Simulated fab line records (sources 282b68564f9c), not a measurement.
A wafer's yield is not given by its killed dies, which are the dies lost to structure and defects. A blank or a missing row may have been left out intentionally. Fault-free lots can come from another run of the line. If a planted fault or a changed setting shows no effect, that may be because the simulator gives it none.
fab line records	flow ritCmos
[record] lots = 6	wafers = 18	lastDay = 7
route steps=202 shown CONTACT@168 M1@184
lots untouched by any fault: they come from a run of this same line in which no faults occurred
startH: start of the lot's first displayed wafer, in hours after the record's first day	waitH: hours elapsed since this lot's preceding step	" same as the row above	L1.1+2: several wafers, shown together as one row	- either no value or no given start	* or withheld: withheld	< > ~ a bound
route shown NAME@n: NAME is a module with steps in the file, n the number in the route of the first one	usual: mean/standard deviation of fault-free wafers	same: alike in all rows	chamber/n: place in a boat	sites: readings site by site	_std_site: standard deviation of those values	_edge_site: outer sites' mean less inner sites'	radiusMm: for every site, how far away it sits from the centre of the wafer	mask NAME#n: copy n	behind: the last tool/chamber to shape the wafer	hold: cause of the lot's hold/its duration in hours/its outcome	device: names the non-switching transistor (n, p or np)	end of line: tests of these same wafers at the route's end	step lacking rows: just its recipe	killed: count of dies lost to structure and defects at first sort (not the wafer's yield)	map: a wafer's dies, x killed, . not, _ none there
set.NAME: the setting as run; set.NAME@STEP: as run at that earlier step	model.NAME: the simulator's own value behind a step, which no gauge read
lots at some steps of the route; a table a step, a row a wafer
services: from which hour (startH, from the record's first day; less than 0 if before it) a tool's chamber was out of use, for how many hours, and why
[[steps]]
[step RIT_CONTACT_CVD_00]
[recipe] material = SiO2	targetThkNm = 400	precursor = TEOS	tempC = 390	timeS = 61	rfW = 400
[usual] heaterPowerW = 318/35	susceptorTempC = 389.99/0.24
lot.wafer	tool	chamber	startH	waitH	heaterPowerW	sinceWetCleanH	susceptorTempC
L550.2	pecvd-01	2	66.93	0.0	340	622	390.11
L550.4	"	0	"	"	290	-	390.24
L550.6	"	1	"	"	303	-	389.92
L551.2	pecvd-02	2	73.44	0.0	330	1019	390.09
L551.4	"	1	"	"	368	-	389.93
L551.5	"	2	"	"	348	-	390.40
L555.3	pecvd-02	0	90.91	0.0	336	1037	390.08
L555.5	"	2	"	"	301	-	390.01
L555.6	"	1	"	"	336	-	389.83
L556.2	pecvd-01	1	95.07	0.0	319	650	389.89
L556.4	"	0	"	"	304	-	389.75
L556.5	"	1	"	"	335	-	389.82
L563.3	pecvd-04	1	132.58	0.0	316	1469	390.09
L563.4	"	1	"	"	313	-	390.10
L563.6	"	2	"	"	347	-	389.74
L568.2	pecvd-01	1	159.39	0.0	310	715	390.46
L568.3	"	2	"	"	381	715	390.04
L568.5	"	1	"	"	313	-	390.56
[step RIT_CONTACT_THK_MEAS_01]
[recipe] reads = SiO2_of_CONTACT_CVD_00
[usual] CONTACT_TEOS_THK = 400/5.6
lot.wafer	tool	chamber	startH	waitH	CONTACT_TEOS_THK[nm]
L550.2	filmMetro-02	-	66.99	0.0	396
L550.4	"	-	"	"	399
L550.6	"	-	"	"	404
L551.2	filmMetro-04	-	73.50	0.0	403
L551.4	"	-	"	"	409
L551.5	"	-	"	"	404
L555.3	filmMetro-03	-	90.98	0.0	399
L555.5	"	-	"	"	400
L555.6	"	-	"	"	398
L556.2	filmMetro-02	-	95.13	0.0	397
L556.4	"	-	"	"	400
L556.5	"	-	"	"	398
L563.3	filmMetro-02	-	132.65	0.0	395
L563.4	"	-	"	"	397
L563.6	"	-	"	"	401
L568.2	filmMetro-04	-	159.45	0.0	397
L568.3	"	-	"	"	394
L568.5	"	-	"	"	400
[step RIT_CONTACT_HMDS_02]
[recipe] primeTimeS = 60	primeTempC = 140
[step RIT_CONTACT_COAT_03]
[recipe] resist = NOVOLAK	spinRpm = 3250	resistThkNm = 1000
[step RIT_CONTACT_SOFTBAKE_04]
[recipe] resist = NOVOLAK	tempC = 90	timeS = 60
[step RIT_CONTACT_EXPOSE_05]
[recipe] maskId = M11	na = 0.6	sourceShape = conventional	sigmaOuter = 0.5	targetCdNm = 1000	doseMj = 250
[step RIT_CONTACT_PEB_06]
[recipe] resist = NOVOLAK	tempC = withheld	timeS = withheld
[step RIT_CONTACT_DEVELOP_07]
[recipe] resist = NOVOLAK	developTimeS = 120	devTempC = 23
[step RIT_CONTACT_CD_MEAS_08]
[recipe] targetCdNm = 1000
[usual] cdNm = 999.0/2.6
lot.wafer	tool	chamber	startH	waitH	cdNm
L550.2	cdSem-01	-	68.15	-	996.7
L550.4	"	-	"	"	995.3
L550.6	"	-	"	"	995.1
L551.2	cdSem-02	-	74.66	-	998.9
L551.4	"	-	"	"	999.5
L551.5	"	-	"	"	1000.7
L555.3	cdSem-01	-	92.02	-	1000.3
L555.5	"	-	"	"	1000.0
L555.6	"	-	"	"	1001.9
L556.2	cdSem-01	-	96.38	-	1000.0
L556.4	"	-	"	"	1000.5
L556.5	"	-	"	"	997.9
L563.3	cdSem-02	-	133.70	-	999.1
L563.4	"	-	"	"	1001.4
L563.6	"	-	"	"	1000.8
L568.2	cdSem-01	-	160.62	-	998.3
L568.3	"	-	"	"	997.8
L568.5	"	-	"	"	997.7
[step RIT_CONTACT_OVL_MEAS_09]
[usual] CONTACT_OVL = 1.5/1.5
lot.wafer	tool	chamber	startH	waitH	CONTACT_OVL[nm]
L550.2	overlay-01	-	68.26	0.1	3.1
L550.4	"	-	"	"	3.2
L550.6	"	-	"	"	2.9
L551.2	overlay-01	-	74.77	0.1	2.7
L551.4	"	-	"	"	3.2
L551.5	"	-	"	"	3.0
L555.3	overlay-02	-	92.11	0.1	0.9
L555.5	"	-	"	"	1.1
L555.6	"	-	"	"	2.4
L556.2	overlay-02	-	96.49	0.1	3.9
L556.4	"	-	"	"	2.4
L556.5	"	-	"	"	2.9
L563.3	overlay-01	-	133.79	0.1	3.7
L563.4	"	-	"	"	0.0
L563.6	"	-	"	"	0.4
L568.2	overlay-01	-	160.72	0.1	2.7
L568.3	"	-	"	"	1.0
L568.5	"	-	"	"	2.8
[step RIT_CONTACT_HARDBAKE_10]
[recipe] resist = NOVOLAK	tempC = 140	timeS = 60
[step RIT_CONTACT_ETCH_11]
[recipe] targetDepthA = 4800	overEtchFrac = 0.2	stopOn = TiSi2	chemistry = CHF3/CF4/Ar	target = SiO2	CHF3_flow_sccm = 50	cf4FlowSccm = 10	Ar_flow_sccm = 100	O2_flow_sccm = 5	pressureMtorr = 100	rfW = 200	timeS = 320
[usual] drypumpMotorCurrentA = 5.8/0.55	mfcArSccm = 100.0/0.31	oesProductAu = 0.994/0.015	throttleValvePct = 8.89/0.14
lot.wafer	tool	chamber	startH	waitH	drypumpMotorCurrentA	mfcArSccm	oesProductAu	rfHoursCounterH	throttleValvePct
L550.2	rieDiel-01	1	68.44	0.1	5.8	100.0	1.007	76	8.94
L550.4	"	3	"	"	6.4	100.0	0.993	27	8.99
L550.6	"	3	"	"	6.3	100.2	1.001	-	8.97
L551.2	rieDiel-01	3	74.95	0.1	6.4	100.1	0.997	27	8.99
L551.4	"	0	"	"	6.0	99.7	0.980	150	8.97
L551.5	"	1	"	"	5.8	100.3	1.004	-	8.94
L555.3	rieDiel-04	1	92.42	0.1	6.7	100.4	0.991	9	8.78
L555.5	"	2	"	"	5.9	100.0	1.005	-	9.02
L555.6	"	1	"	"	6.7	100.3	0.988	-	8.78
L556.2	rieDiel-01	0	96.67	0.1	6.0	100.2	0.981	150	8.99
L556.4	"	2	"	"	5.8	99.5	0.968	6	9.01
L556.5	"	2	"	"	5.8	99.9	0.985	-	9.01
L563.3	rieDiel-04	3	133.99	0.1	4.6	100.2	0.999	1	8.99
L563.4	"	1	"	"	6.7	99.9	0.989	10	8.80
L563.6	"	0	"	"	5.3	99.6	0.969	-	8.77
L568.2	rieDiel-04	3	160.90	0.1	4.7	100.1	0.998	1	9.00
L568.3	"	1	"	"	6.7	99.6	1.009	10	8.78
L568.5	"	1	"	"	6.7	100.0	1.004	-	8.79
[step RIT_CONTACT_STRIP_12]
[recipe] chemistry = O2	timeS = 180	resist = NOVOLAK	platenTempC = withheld	powerW = 500	pressureMtorr = 4000	o2FlowSccm = 4000
[usual] drypumpMotorCurrentA = 5.93/0.27	o2FlowSccm = 4001/13
lot.wafer	tool	chamber	startH	waitH	drypumpMotorCurrentA	o2FlowSccm	rfHoursCounterH
L550.2	plasmaAsher-02	0	68.63	0.1	5.43	3986	43
L550.4	"	0	"	"	5.45	4001	-
L550.6	"	1	"	"	6.14	4006	-
L551.2	plasmaAsher-03	1	75.14	0.1	6.01	3994	43
L551.4	"	0	"	"	6.17	3988	-
L551.5	"	1	"	"	5.97	4003	-
L555.3	plasmaAsher-02	1	92.67	0.2	6.11	3993	-
L555.5	"	0	"	"	5.44	4005	-
L555.6	"	1	"	"	6.14	3988	-
L556.2	plasmaAsher-02	1	96.86	0.1	6.13	4008	46
L556.4	"	0	"	"	5.40	3999	-
L556.5	"	0	"	"	5.41	4007	-
L563.3	plasmaAsher-03	0	134.24	0.2	6.12	4033	-
L563.4	"	1	"	"	6.00	4001	-
L563.6	"	0	"	"	6.12	4035	-
L568.2	plasmaAsher-01	0	161.10	0.1	5.81	3991	54
L568.3	"	1	"	"	5.92	4004	-
L568.5	"	0	"	"	5.79	3962	-
[step RIT_CONTACT_CD_MEAS_90]
[recipe] targetCdNm = 1000
[usual] cdNm = 999.0/2.7
lot.wafer	tool	chamber	startH	waitH	cdNm
L550.2	cdSem-02	-	68.82	0.1	996.5
L550.4	"	-	"	"	994.9
L550.6	"	-	"	"	995.1
L551.2	cdSem-01	-	75.34	0.1	998.5
L551.4	"	-	"	"	999.6
L551.5	"	-	"	"	1000.5
L555.3	cdSem-01	-	92.83	0.1	1000.2
L555.5	"	-	"	"	1000.0
L555.6	"	-	"	"	1001.7
L556.2	cdSem-01	-	97.06	0.1	1000.2
L556.4	"	-	"	"	1000.5
L556.5	"	-	"	"	997.9
L563.3	cdSem-01	-	134.40	0.1	999.9
L563.4	"	-	"	"	1001.7
L563.6	"	-	"	"	1000.4
L568.2	cdSem-01	-	161.29	0.1	999.0
L568.3	"	-	"	"	998.0
L568.5	"	-	"	"	997.6
[step RIT_CONTACT_CLEAN_13]
[recipe] chemistry = SC1	mix = 3:3:50	timeS = 600	tempC = 75
[step RIT_CONTACT_CLEAN_14]
[recipe] chemistry = SC2	mix = 3:3:50	timeS = 600	tempC = 75	dry = n2Spin
[step RIT_M1_SPUTTER_00]
[recipe] material = Al	targetThkNm = 400	powerW = 2000	chamberPressurePa = 0.4	gas = Ar	timeS = 500	substrateTempC = 25
[usual] throttleValvePct = 29.7/1.1
lot.wafer	tool	chamber	startH	waitH	throttleValvePct
L550.2	pvdSputter-02	-	69.27	0.0	28.0
L550.4	"	-	"	"	28.0
L550.6	"	-	"	"	28.0
L551.2	pvdSputter-03	-	75.79	0.0	31.7
L551.4	"	-	"	"	29.0
L551.5	"	-	"	"	29.5
L555.3	pvdSputter-03	-	93.26	0.0	31.6
L555.5	"	-	"	"	29.9
L555.6	"	-	"	"	29.3
L556.2	pvdSputter-02	-	97.54	0.0	27.8
L556.4	"	-	"	"	28.1
L556.5	"	-	"	"	28.8
L563.3	pvdSputter-03	-	134.88	0.0	29.2
L563.4	"	-	"	"	31.0
L563.6	"	-	"	"	30.7
L568.2	pvdSputter-01	-	161.74	0.0	31.5
L568.3	"	-	"	"	29.6
L568.5	"	-	"	"	30.5
[step RIT_M1_RS_MEAS_01]
[recipe] thkMeasGauge = four-point-probe	reads = Al_of_M1_SPUTTER_00
[usual] M1_AL_RS = 0.0738/0.00072
lot.wafer	tool	chamber	startH	waitH	M1_AL_RS[ohm/sq]
L550.2	filmMetro-01	-	69.59	0.2	0.0738
L550.4	"	-	"	"	0.0733
L550.6	"	-	"	"	0.0740
L551.2	filmMetro-01	-	76.10	0.2	0.0728
L551.4	"	-	"	"	0.0731
L551.5	"	-	"	"	0.0742
L555.3	filmMetro-02	-	93.59	0.2	0.0730
L555.5	"	-	"	"	0.0736
L555.6	"	-	"	"	0.0735
L556.2	filmMetro-01	-	97.86	0.2	0.0745
L556.4	"	-	"	"	0.0745
L556.5	"	-	"	"	0.0740
L563.3	filmMetro-02	-	135.21	0.2	0.0736
L563.4	"	-	"	"	0.0731
L563.6	"	-	"	"	0.0730
L568.2	filmMetro-02	-	162.06	0.2	0.0740
L568.3	"	-	"	"	0.0741
L568.5	"	-	"	"	0.0745
[step RIT_M1_THK_MEAS_02]
[recipe] thkMeasGauge = xrf	reads = Al_of_M1_SPUTTER_00
[usual] M1_AL_THK = 401/4.2
lot.wafer	tool	chamber	startH	waitH	M1_AL_THK[nm]
L550.2	filmMetro-01	-	69.70	0.1	404
L550.4	"	-	"	"	404
L550.6	"	-	"	"	400
L551.2	filmMetro-01	-	76.21	0.1	405
L551.4	"	-	"	"	407
L551.5	"	-	"	"	401
L555.3	filmMetro-02	-	93.69	0.1	406
L555.5	"	-	"	"	402
L555.6	"	-	"	"	404
L556.2	filmMetro-01	-	97.97	0.1	397
L556.4	"	-	"	"	395
L556.5	"	-	"	"	396
L563.3	filmMetro-02	-	135.31	0.1	402
L563.4	"	-	"	"	408
L563.6	"	-	"	"	404
L568.2	filmMetro-02	-	162.17	0.1	399
L568.3	"	-	"	"	397
L568.5	"	-	"	"	397
[step RIT_M1_HMDS_03]
[recipe] primeTimeS = 60	primeTempC = 140
[step RIT_M1_COAT_04]
[recipe] resist = NOVOLAK	spinRpm = 2000	resistThkNm = 1300
[step RIT_M1_SOFTBAKE_05]
[recipe] resist = NOVOLAK	tempC = 90	timeS = 60
[step RIT_M1_EXPOSE_06]
[recipe] maskId = M12	na = 0.6	sourceShape = conventional	sigmaOuter = 0.5	targetCdNm = 2600	doseMj = 250
[step RIT_M1_PEB_07]
[recipe] resist = NOVOLAK	tempC = withheld	timeS = withheld
[step RIT_M1_DEVELOP_08]
[recipe] resist = NOVOLAK	developTimeS = 68	devTempC = 23
[step RIT_M1_CD_MEAS_09]
[recipe] targetCdNm = 2600
[usual] cdNm = 2601.5/2
lot.wafer	tool	chamber	startH	waitH	cdNm
L550.2	cdSem-01	-	70.65	-	2598.7
L550.4	"	-	"	"	2598.9
L550.6	"	-	"	"	2600.6
L551.2	cdSem-02	-	77.26	-	2602.1
L551.4	"	-	"	"	2600.5
L551.5	"	-	"	"	2602.2
L555.3	cdSem-02	-	94.78	-	2601.8
L555.5	"	-	"	"	2602.2
L555.6	"	-	"	"	2601.4
L556.2	cdSem-01	-	98.92	-	2603.4
L556.4	"	-	"	"	2599.6
L556.5	"	-	"	"	2603.1
L563.3	cdSem-02	-	136.27	-	2601.9
L563.4	"	-	"	"	2599.5
L563.6	"	-	"	"	2601.9
L568.2	cdSem-01	-	163.42	-	2601.5
L568.3	"	-	"	"	2601.5
L568.5	"	-	"	"	2602.6
[step RIT_M1_OVL_MEAS_10]
[usual] M1_OVL = -0.1/1.5
lot.wafer	tool	chamber	startH	waitH	M1_OVL[nm]
L550.2	overlay-01	-	70.75	0.1	-1.0
L550.4	"	-	"	"	-0.2
L550.6	"	-	"	"	-1.1
L551.2	overlay-01	-	77.37	0.1	-1.0
L551.4	"	-	"	"	-1.3
L551.5	"	-	"	"	-1.4
L555.3	overlay-01	-	94.87	0.1	2.5
L555.5	"	-	"	"	0.8
L555.6	"	-	"	"	-0.5
L556.2	overlay-01	-	99.02	0.1	3.3
L556.4	"	-	"	"	2.2
L556.5	"	-	"	"	2.9
L563.3	overlay-02	-	136.36	0.1	0.1
L563.4	"	-	"	"	-1.1
L563.6	"	-	"	"	-0.8
L568.2	overlay-02	-	163.52	0.1	0.2
L568.3	"	-	"	"	0.8
L568.5	"	-	"	"	-0.5
[step RIT_M1_HARDBAKE_11]
[recipe] resist = NOVOLAK	tempC = 140	timeS = 120
[step RIT_M1_METAL_ETCH_12]
[recipe] stopOn = SiO2	chemistry = Cl2/BCl3	target = Al	timeS = 165	overEtchFrac = 0.5	pressureMtorr = 100	targetDepthA = 6000	rfW = 250	Cl2_flow_sccm = 60	bcl3FlowSccm = 50
[usual] bcl3FlowSccm = 50.00/0.13	drypumpMotorCurrentA = 5.43/0.19	oesProductAu = 0.775/0.013	throttleValvePct = 8.32/0.089
lot.wafer	tool	chamber	startH	waitH	bcl3FlowSccm	drypumpMotorCurrentA	oesProductAu	rfHoursCounterH	throttleValvePct
L550.2	rieMetal-02	0	71.03	0.2	50.12	5.76	0.791	0.7	8.27
L550.4	"	1	"	"	50.12	5.29	0.793	-	8.22
L550.6	"	0	"	"	50.09	5.73	0.788	-	8.26
L551.2	rieMetal-03	0	77.65	0.2	50.19	5.53	0.783	2.5	8.39
L551.4	"	1	"	"	50.23	5.17	0.765	-	8.24
L551.5	"	0	"	"	50.11	5.54	0.769	-	8.40
L555.3	rieMetal-04	1	95.20	0.2	50.08	5.43	0.793	-	8.48
L555.5	"	0	"	"	49.88	5.48	0.758	-	8.31
L555.6	"	1	"	"	50.17	5.41	0.777	-	8.48
L556.2	rieMetal-02	1	99.30	0.2	49.77	5.25	0.775	1.1	8.24
L556.4	"	0	"	"	50.04	5.73	0.785	-	8.26
L556.5	"	0	"	"	50.00	5.73	0.787	-	8.28
L563.3	rieMetal-03	1	136.69	0.2	50.02	5.16	0.768	-	8.23
L563.4	"	0	"	"	50.08	5.54	0.783	-	8.40
L563.6	"	1	"	"	50.02	5.15	0.761	-	8.24
L568.2	rieMetal-02	0	163.80	0.2	49.92	5.76	0.793	1.8	8.29
L568.3	"	1	"	"	49.92	5.29	0.778	-	8.26
L568.5	"	0	"	"	49.88	5.77	0.793	-	8.25
[step RIT_M1_STRIP_13]
[recipe] chemistry = nmp	resist = NOVOLAK	tempC = 80	timeS = 600	dry = n2Spin
[step RIT_M1_STRIP_14]
[recipe] chemistry = O2	timeS = 180	platenTempC = withheld	powerW = 500	pressureMtorr = 4000	o2FlowSccm = 4000
[usual] drypumpMotorCurrentA = 5.91/0.29	o2FlowSccm = 4001/10
lot.wafer	tool	chamber	startH	waitH	drypumpMotorCurrentA	o2FlowSccm	rfHoursCounterH
L550.2	plasmaAsher-04	0	71.58	0.0	6.32	3990	26
L550.4	"	0	"	"	6.36	3998	-
L550.6	"	1	"	"	5.19	3995	-
L551.2	plasmaAsher-03	0	78.19	0.0	6.18	3997	44
L551.4	"	1	"	"	6.02	4003	-
L551.5	"	0	"	"	6.17	3995	-
L555.3	plasmaAsher-01	1	95.54	0.1	5.91	4017	-
L555.5	"	1	"	"	5.90	4023	-
L555.6	"	0	"	"	5.82	4003	-
L556.2	plasmaAsher-01	0	99.64	0.0	5.82	4011	48
L556.4	"	0	"	"	5.80	3993	-
L556.5	"	1	"	"	5.89	4011	-
L563.3	plasmaAsher-01	1	137.05	0.1	5.90	3995	-
L563.4	"	0	"	"	5.80	4009	-
L563.6	"	1	"	"	5.88	4009	-
L568.2	plasmaAsher-03	0	164.14	0.0	6.18	3998	53
L568.3	"	0	"	"	6.16	4004	-
L568.5	"	1	"	"	6.00	3995	-
[step RIT_M1_CD_MEAS_90]
[recipe] targetCdNm = 2600
[usual] cdNm = 2600.3/2.6
lot.wafer	tool	chamber	startH	waitH	cdNm
L550.2	cdSem-02	-	71.77	0.1	2600.3
L550.4	"	-	"	"	2595.3
L550.6	"	-	"	"	2602.8
L551.2	cdSem-02	-	78.38	0.1	2598.7
L551.4	"	-	"	"	2598.0
L551.5	"	-	"	"	2600.1
L555.3	cdSem-02	-	95.69	0.1	2598.4
L555.5	"	-	"	"	2599.7
L555.6	"	-	"	"	2597.8
L556.2	cdSem-01	-	99.83	0.1	2600.2
L556.4	"	-	"	"	2600.3
L556.5	"	-	"	"	2603.2
L563.3	cdSem-01	-	137.21	0.1	2602.4
L563.4	"	-	"	"	2597.9
L563.6	"	-	"	"	2601.7
L568.2	cdSem-01	-	164.33	0.1	2602.1
L568.3	"	-	"	"	2600.2
L568.5	"	-	"	"	2603.5
[step RIT_M1_ANNEAL_15]
[recipe] tempC = 450	timeS = 1800	ambient = forming_gas_H2N2
[step RIT_M1_BOW_MEAS_16]
[recipe] mode = bow
[usual] M1_BOW = 17/6.9
lot.wafer	tool	chamber	startH	waitH	M1_BOW[um]
L550.2	filmMetro-01	-	73.39	0.0	21
L550.4	"	-	"	"	8
L550.6	"	-	"	"	22
L551.2	filmMetro-03	-	80.28	0.0	16
L551.4	"	-	"	"	22
L551.5	"	-	"	"	11
L555.3	filmMetro-03	-	98.59	0.0	30
L555.5	"	-	"	"	9
L555.6	"	-	"	"	20
L556.2	filmMetro-03	-	101.45	0.0	13
L556.4	"	-	"	"	25
L556.5	"	-	"	"	16
L563.3	filmMetro-01	-	141.23	0.0	15
L563.4	"	-	"	"	17
L563.6	"	-	"	"	17
L568.2	filmMetro-03	-	166.27	0.0	20
L568.3	"	-	"	"	28
L568.5	"	-	"	"	27
[step RIT_M1_PROBE_99]
[usual] killedAtContacts = 0.1/0.27	killedAtFrontEnd = 6.4/2.9	killedDies = 6.5/3	killedOnRim = 1.6/1.4	killedOpen = 3.3/1.9	killedShort = 3.2/1.7
[same] grossDies = 264	killed_at_M0_to_M3 = 0	killed_at_M4_up = 0	killedAtBackSide = 0	killedAtOther = 0
lot.wafer	tool	chamber	startH	waitH	killedAtContacts	killedAtFrontEnd	killedDies	killedOnRim	killedOpen	killedShort	model.etest.pmosTurned.rOnOhmUm	model.etest.pmos_0p3.rOnOhmUm	model.etest.pmos_0p15.rOnOhmUm	model.etest.pldd.rsOhmSq	model.etest.pldd.lineOhmUm	model.etest.pmosTurned.driveUaUm	model.etest.pmos_0p15.driveUaUm	model.etest.pmos_0p3.driveUaUm
L550.2	prober-01	-	73.54	0.1	0	7	7	5	4	3	3696	6405	2899	583.7	184.8	171.2	240.6	98.6
L550.4	prober-01	-	73.64	0.2	0	5	5	2	4	1	3717	6464	2952	568.5	179.1	169.3	235.4	96.77
L550.6	prober-01	-	73.74	0.2	0	8	8	2	2	6	3791	6577	2988	598.3	187.8	163	233.3	96.13
L551.2	prober-02	-	80.43	0.1	0	9	9	4	6	3	3438	6386	2770	496.4	155.3	189.6	257.3	99.09
L551.4	prober-02	-	80.53	0.2	0	13	13	5	6	7	3561	6478	2881	513.6	162	180.5	241	97.43
L551.5	prober-02	-	80.58	0.2	0	6	6	0	4	2	3484	6392	2833	481.7	151.2	189.1	249.8	98.2
L555.3	prober-02	-	98.77	0.2	22	11	33	10	8	3	4058	6866	3209	721.9	224.6	151.4	218.4	91.72
L555.5	prober-02	-	98.87	0.2	27	6	33	2	3	3	3935	6744	3097	703.2	222.8	158.6	228.7	92.71
L555.6	prober-02	-	98.92	0.2	22	6	28	8	4	3	4147	6967	3253	732	229.3	145.7	215.4	89.74
L556.2	prober-01	-	101.60	0.1	28	5	33	8	5	0	3899	6724	3154	649	206.2	163.4	222.4	93.23
L556.4	prober-01	-	101.70	0.2	26	6	32	1	4	2	3908	6718	3130	664.9	206.8	161.8	221.5	93.33
L556.5	prober-01	-	101.75	0.2	29	2	31	0	0	2	3897	6680	3142	680.2	215.6	162.7	222.7	94.54
L563.3	prober-02	-	141.41	0.2	0	12	12	5	8	4	3486	6326	2802	496.7	155.9	187.8	252.5	101.3
L563.4	prober-02	-	141.46	0.2	0	10	10	5	4	6	3479	6377	2812	483.4	151.7	188.7	250.6	100.1
L563.6	prober-02	-	141.56	0.2	0	13	13	4	8	5	3444	6353	2788	476.6	149.7	193.2	254.2	99.65
L568.2	prober-01	-	166.42	0.1	0	4	4	1	1	3	3485	6514	2802	502.2	157.7	186.7	248.6	95.63
L568.3	prober-01	-	166.47	0.2	0	6	6	2	5	1	3532	6481	2852	508.7	161.1	182.2	245.8	97.12
L568.5	prober-01	-	166.57	0.2	0	1	1	0	0	1	3448	6455	2805	485.9	155.8	190.9	252.1	97.62
// killed by level:class
L550.2 GATE:geometricParticle:open=3 FOX1:geometricParticle:short=1 SPACER:geometricParticle:open=1 SPACER:geometricParticle:short=1 SILICIDE:geometricParticle:short=1
L550.4 GATE:geometricParticle:open=3 GATE:geometricParticle:short=1 SILICIDE:geometricParticle:open=1
L550.6 GATE:geometricParticle:short=4 GATE:geometricParticle:open=2 FOX1:geometricParticle:short=1 REOX:geometricParticle:short=1
L551.2 REOX:geometricParticle:open=2 SPACER:geometricParticle:open=2 GATE:geometricParticle:short=1 GATE:geometricParticle:open=1 REOX:geometricParticle:short=1 SPACER:geometricParticle:short=1 SILICIDE:geometricParticle:open=1
L551.4 GATE:geometricParticle:short=4 GATE:geometricParticle:open=4 REOX:geometricParticle:short=2 REOX:geometricParticle:open=1 SPACER:geometricParticle:short=1 SILICIDE:geometricParticle:open=1
L551.5 GATE:geometricParticle:short=2 REOX:geometricParticle:open=2 GATE:geometricParticle:open=1 SILICIDE:geometricParticle:open=1
L555.3 CONTACT:unspecified=22 SILICIDE:geometricParticle:open=4 SILICIDE:geometricParticle:short=2 FOX2:geometricParticle:short=1 FOX2:geometricParticle:open=1 GATE:geometricParticle:open=1 REOX:geometricParticle:open=1 SPACER:geometricParticle:open=1
L555.5 CONTACT:unspecified=27 GATE:geometricParticle:short=3 GATE:geometricParticle:open=2 REOX:geometricParticle:open=1
L555.6 CONTACT:unspecified=21 GATE:geometricParticle:open=2 REOX:geometricParticle:open=2 GATE:geometricParticle:short=1 SILICIDE:geometricParticle:short=1 CONTACT:geometricParticle:short=1
L556.2 CONTACT:unspecified=28 GATE:geometricParticle:open=2 SPACER:geometricParticle:open=2 FOX1:geometricParticle:open=1
L556.4 CONTACT:unspecified=26 GATE:geometricParticle:short=2 SILICIDE:geometricParticle:open=2 GATE:geometricParticle:open=1 SPACER:geometricParticle:open=1
L556.5 CONTACT:unspecified=29 FOX1:geometricParticle:short=1 SILICIDE:geometricParticle:short=1
L563.3 SPACER:geometricParticle:open=4 FOX1:geometricParticle:short=2 FOX1:geometricParticle:open=1 GATE:geometricParticle:short=1 GATE:geometricParticle:open=1 REOX:geometricParticle:open=1 SPACER:geometricParticle:short=1 SILICIDE:geometricParticle:open=1
L563.4 GATE:geometricParticle:open=2 SILICIDE:geometricParticle:short=2 FOX1:geometricParticle:short=1 FOX2:geometricParticle:short=1 GATE:geometricParticle:short=1 REOX:geometricParticle:open=1 SPACER:geometricParticle:short=1 SILICIDE:geometricParticle:open=1
L563.6 GATE:geometricParticle:open=6 FOX1:geometricParticle:open=2 GATE:geometricParticle:short=2 FOX1:geometricParticle:short=1 FOX2:geometricParticle:short=1 REOX:geometricParticle:short=1
L568.2 SILICIDE:geometricParticle:short=2 FOX2:geometricParticle:short=1 GATE:geometricParticle:open=1
L568.3 GATE:geometricParticle:open=3 FOX1:geometricParticle:open=1 GATE:geometricParticle:short=1 SILICIDE:geometricParticle:open=1
L568.5 GATE:geometricParticle:short=1
// map L555.3 (x killed, . not)
________......._______
_____....x.....x..____
____...............___
___...x..........x..__
__xxxx...x..........._
__xxxxx.............x_
_xxxxx................
_xxxxx..............x.
_.x.x.................
_......x..............
__.........x........._
__.....x............._
___...............x.__
____...............___
_____..x..........____
________......._______
// map L556.2 (x killed, . not)
________......._______
_____..x..........____
____...........x...___
___.xx..............__
__xxxxx.............._
__xxxxx..x..........._
_xxxxxxx..............
_xxxxxxx..............
_..x.x....x...........
_.....................
__..................._
__..................._
___........x........__
____...............___
_____.............____
________......._______
[[services]]
tool	chamber	startH	hours	kind
rieDiel-04	-	44.46	1.8	repair
rieMetal-03	-	44.77	14.6	pm
pvdSputter-01	-	44.78	3.7	repair
pvdSputter-02	-	50.02	6.7	repair
pecvd-02	-	57.22	6.0	pm
rieDiel-04	3	58.87	-	clean
rieDiel-04	3	58.87	18.7	scheduledDown
rieDiel-04	3	58.87	18.7	ventCycle
pvdSputter-01	-	67.50	0.5	repair
pecvd-04	-	74.79	22.8	repair
rieDiel-04	3	92.29	5.8	repair
pecvd-02	-	92.35	3.3	repair
rieDiel-01	2	102.00	9.5	repair
pvdSputter-01	-	102.39	2.7	repair
rieDiel-04	2	105.54	3.2	repair
plasmaAsher-02	-	108.75	9.0	pm
plasmaAsher-02	0	108.75	9.0	ventCycle
plasmaAsher-02	1	108.75	9.0	ventCycle
rieMetal-03	0	108.97	6.9	repair
plasmaAsher-02	0	117.75	-	clean
rieMetal-03	0	124.74	10.8	repair
pecvd-04	0	134.82	6.6	repair
plasmaAsher-01	-	144.01	10.0	pm
rieMetal-04	-	156.83	4.3	pm
[[key]]
[firstSign] step = RIT_M1_PROBE_99	reading = killedAtContacts	direction = up	sigmas = 26	usual = 0.1	struck = 25.7
[effect] step = RIT_M1_PROBE_99	reading = killedDies	direction = up	sigmas = 8.5	usual = 6.5	struck = 31.7
[modelEffect] step = RIT_M1_PROBE_99	value = etest.pmosTurned.rOnOhmUm	without = 3528	struck = 3974
metAt RIT_CONTACT_STRIP_12
struckWafers L555.3,L555.5,L555.6,L556.2,L556.4,L556.5
testerLeftOut L555,L556
onsetBetween 68.63 92.67
[earlierFault] kind = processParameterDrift	tool = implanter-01	chamber = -	onsetH = 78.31	steps = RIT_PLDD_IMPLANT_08	channel = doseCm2	offset = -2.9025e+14	shape = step	endH = 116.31	actsIn = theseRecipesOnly	stated = 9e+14
[fault] kind = chamberParticleSource	tool = plasmaAsher-02	chamber = -	onsetH = 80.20	steps = RIT_CONTACT_STRIP_12	ratePerVisitCm2 = 0.75676
// testerLeftOut: of these lots the tester's yield and bins aren't shown, on N5 and GAA mostly nor the transistor test; their killed dies are dies lost to structure and defects alone, not to doping, threshold or leakage, so they don't give the yield
